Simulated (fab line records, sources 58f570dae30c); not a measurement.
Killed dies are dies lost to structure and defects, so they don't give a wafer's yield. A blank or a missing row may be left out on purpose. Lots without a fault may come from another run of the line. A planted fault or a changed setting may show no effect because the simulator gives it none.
Chamber matching | flow berkeley_cmos170 | UCB170_V2_CMP_02 on cmp-02: 4 sister chambers
The step polishes SiO2. 18 wafers are shown with their chamber, then 9 later ones without.

WAFERS WITH THEIR CHAMBER
wafer  | chamber | motor_current_A (A)
L709.2 | 3       | 16.0
L709.4 | 1       | 16.3
L709.5 | 3       | 16.9
L710.3 | 0       | 18.8
L710.4 | 3       | 16.6
L710.5 | 0       | 17.5
L715.1 | 1       | 16.0
L715.2 | 2       | 16.3
L715.3 | 0       | 18.3
L720.1 | 3       | 17.0
L720.4 | 0       | 18.3
L720.5 | 0       | 18.0
L728.2 | 0       | 19.6
L728.5 | 2       | 15.6
L728.6 | 1       | 16.9
L727.2 | 3       | 15.4
L727.3 | 1       | 15.1
L727.4 | 0       | 18.3

SIGNATURES (means of the wafers above)
reading         | chamber 0 | chamber 1 | chamber 2 | chamber 3 | scatter within a chamber
motor_current_A | 18.400    | 16.075    | 15.950    | 16.380    | 0.673
Rule: a wafer's distance from a chamber is the root of the sum, over the readings, of the square of ((its reading less the chamber's mean) divided by the reading's scatter). The wafer belongs to the nearest chamber; if the next one is less than 2 further off, it can't be placed. The scatter: the root of (the sum of the squares of (reading less its chamber's mean) over the shown wafers, divided by (wafers less chambers)).

WAFERS WITHOUT THEIR CHAMBER
wafer  | motor_current_A (A)
L725.1 | 16.5
L725.2 | 18.1
L725.5 | 16.2
L729.1 | 18.7
L729.4 | 15.7
L729.5 | 16.8
L731.2 | 16.0
L731.3 | 18.9
L731.5 | 15.6

WHICH CHAMBER EACH WENT THROUGH
wafer  | from the rows above               | in truth
L725.1 | can't be placed: 3 or 1 or 2      | 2
L725.2 | 0                                 | 0
L725.5 | can't be placed: 1 or 3 or 2      | 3
L729.1 | 0                                 | 0
L729.4 | can't be placed: 2 or 1 or 3      | 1
L729.5 | can't be placed: 3 or 1 or 2 or 0 | 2
L731.2 | can't be placed: 2 or 1 or 3      | 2
L731.3 | 0                                 | 0
L731.5 | can't be placed: 2 or 1 or 3      | 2
Placed correctly: 3 of 9. Can't be placed from these rows: 6 (the true chamber is among the candidates in 6). Placed wrongly: 0.
